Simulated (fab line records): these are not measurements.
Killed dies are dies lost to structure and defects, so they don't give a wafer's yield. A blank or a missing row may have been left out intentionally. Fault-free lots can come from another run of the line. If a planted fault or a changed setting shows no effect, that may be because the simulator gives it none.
Which tool is to blame? ; flow berkeleyCmos170 ; 13 lots with 39 wafers sampled at 3 steps, on a route of 331 steps

## WHAT EACH GAUGE READ, for each wafer
UCB170_CONTACT_THK_MEAS_02. Usual: CONTACT_PSG_THK gives 698 nm (standard deviation 6.8).
lot;measured;on;CONTACT_PSG_THK (nm);flag
L183;day 8 16:33;filmMetro-04;707 703 704;
L185;day 9 09:05;filmMetro-02;711 704 709;
L187;day 9 10:43;filmMetro-04;696 703 698;
L186;day 9 10:51;filmMetro-02;702 702 708;
L190;day 10 06:56;filmMetro-03;702 695 704;
L189;day 10 12:19;filmMetro-03;694 698 694;
L195;day 11 00:26;filmMetro-04;684 689 689;
L192;day 11 00:31;filmMetro-03;705 704 706;
L198;day 11 02:16;filmMetro-04;691 688 687;
L200;day 11 12:38;filmMetro-02;696 693 691;
L199;day 11 13:38;filmMetro-03;699 701 694;
L202;day 11 13:38;filmMetro-02;702 702 699;
L206;day 12 15:02;filmMetro-02;698 699 696;

UCB170_CONTACT_CD_MEAS_90: target cd 700 nm. Usual: 700.1 nm for cdNm, sd 1.5.
lot;measured;on;cdNm (nm);flag
L183;day 8 18:53;cdSem-02;698.2 699.1 700.7;
L185;day 9 14:15;cdSem-02;700.1 700.0 699.6;
L187;day 9 14:59;cdSem-02;699.3 700.3 699.8;
L186;day 9 15:11;cdSem-02;700.4 699.7 700.1;
L190;day 10 10:50;cdSem-02;703.0 700.5 701.6;
L189;day 10 15:28;cdSem-01;700.2 700.0 700.0;
L195;day 11 04:21;cdSem-01;700.5 699.8 699.9;
L192;day 11 04:31;cdSem-02;699.9 701.1 702.3;
L198;day 11 07:07;cdSem-02;698.2 698.7 698.0;
L200;day 11 15:07;cdSem-01;698.7 698.5 699.5;
L199;day 11 18:29;cdSem-01;699.6 698.9 697.4;
L202;day 11 18:46;cdSem-01;700.9 702.4 703.1;
L206;day 12 17:11;cdSem-01;702.6 702.3 699.9;

UCB170_M2_OVL_MEAS_16. Usual: M2_OVL gives -3 nm (standard deviation 5.7).
lot;measured;on;M2_OVL (nm);flag
L183;day 9 05:03;overlay-02;5 4 2;
L185;day 10 00:38;overlay-01;-14 -9 -9;
L187;day 10 01:15;overlay-01;-9 -6 -11;
L186;day 10 00:55;overlay-02;4 -2 0;
L190;day 10 23:35;overlay-02;-1 5 2;
L189;day 11 03:13;overlay-01;0 -3 7;
L195;day 11 15:10;overlay-01;-1 5 -12;
L192;day 11 15:31;overlay-01;-9 -6 -13;
L198;day 11 22:43;overlay-01;-1 -4 -5;
L200;day 12 04:25;overlay-02;-4 -6 7;
L199;day 13 04:05;overlay-02;-7 -10 -4;
L202;day 13 02:10;overlay-02;-8 -10 -7;
L206;day 13 05:43;overlay-02;-7 1 -6;

## WHICH TOOL RAN EACH LOT (tool, then ch and the chambers of the sampled wafers, then the start)
The record holds no process step before these readings.

## AS READ BY THE TOOLS THEMSELVES (means over the sampled wafers that have a number; for cases with no such wafer, the mark the record gives instead)
The record holds no such reading with a usual standard deviation.

## THE ANSWER, worked out from the rows above alone
Rule: a lot counts as off when the mean over its wafers that have a number is more than 3 standard deviations away from the usual mean. A lot without any number at a reading at which 4 lots or more have one is off too. The other lots that the step has rows for count as sound. Order of review: gauges by route order, followed by the tools' own readings, for which a lot's mean as printed above is used. The first step at which some lot is off is used, and at that step the reading that is off furthest; a lot without a number counts as furthest.
No lot is off on any of the readings shown, so nothing can be concluded from this.

## WHAT WAS PUT IN BY THE SIMULATOR
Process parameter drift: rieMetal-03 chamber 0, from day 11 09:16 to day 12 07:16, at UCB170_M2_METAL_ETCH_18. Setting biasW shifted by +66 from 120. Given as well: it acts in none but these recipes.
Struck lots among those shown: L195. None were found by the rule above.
